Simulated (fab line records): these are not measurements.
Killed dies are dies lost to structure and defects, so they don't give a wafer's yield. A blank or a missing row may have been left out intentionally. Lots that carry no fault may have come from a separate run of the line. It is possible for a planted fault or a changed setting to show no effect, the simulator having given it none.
The tool behind it: which one?	flow berkeley_cmos170	route of 331 steps, sampled at 1 step: 7 lots, 21 wafers

WHAT THE GAUGES SHOWED, per wafer
UCB170_NLDD_CD_MEAS_06 targets a cd of 1200 nm.
lot	measured	on	cd_nm (nm)
L387	day 7 16:28	cd_sem-02	1201.0 1202.5 1202.5
L388	day 7 21:25	cd_sem-01	1199.0 1200.2 1199.4
L392	day 8 18:53	cd_sem-01	1204.9 1204.2 1204.5
L396	day 9 10:14	cd_sem-01	1198.3 1199.6 1198.9
L395	day 9 17:10	cd_sem-01	1199.1 1199.6 1199.4
L402	day 10 21:03	cd_sem-02	1200.9 1200.9 1199.9
L406	day 11 07:57	cd_sem-01	1199.7 1200.4 1199.4

WHICH TOOL RAN EACH LOT (tool, then ch and the chambers of the sampled wafers, then the start)
There is no process step in the record ahead of these readings.

THE ANSWER, worked out from the rows above alone
Rule: usual is defined by the lots themselves. The widest of any qualifying gaps counts: lots, ordered by their means at a reading, are off when they make up no more than a third of the lots, leave a main group of 4 or more, and stand apart from it by 3 or more times the standard deviation of that group's means. A main group whose means are all the same, to the digits that the tables above print for the reading, isn't used. A lot without any number at a reading at which 4 lots or more have one is off too. Where the step has rows for the other lots, those lots are counted as sound.
Nothing can be told from this: no lot is off at any reading shown.

WHAT THE SIMULATOR PUT IN
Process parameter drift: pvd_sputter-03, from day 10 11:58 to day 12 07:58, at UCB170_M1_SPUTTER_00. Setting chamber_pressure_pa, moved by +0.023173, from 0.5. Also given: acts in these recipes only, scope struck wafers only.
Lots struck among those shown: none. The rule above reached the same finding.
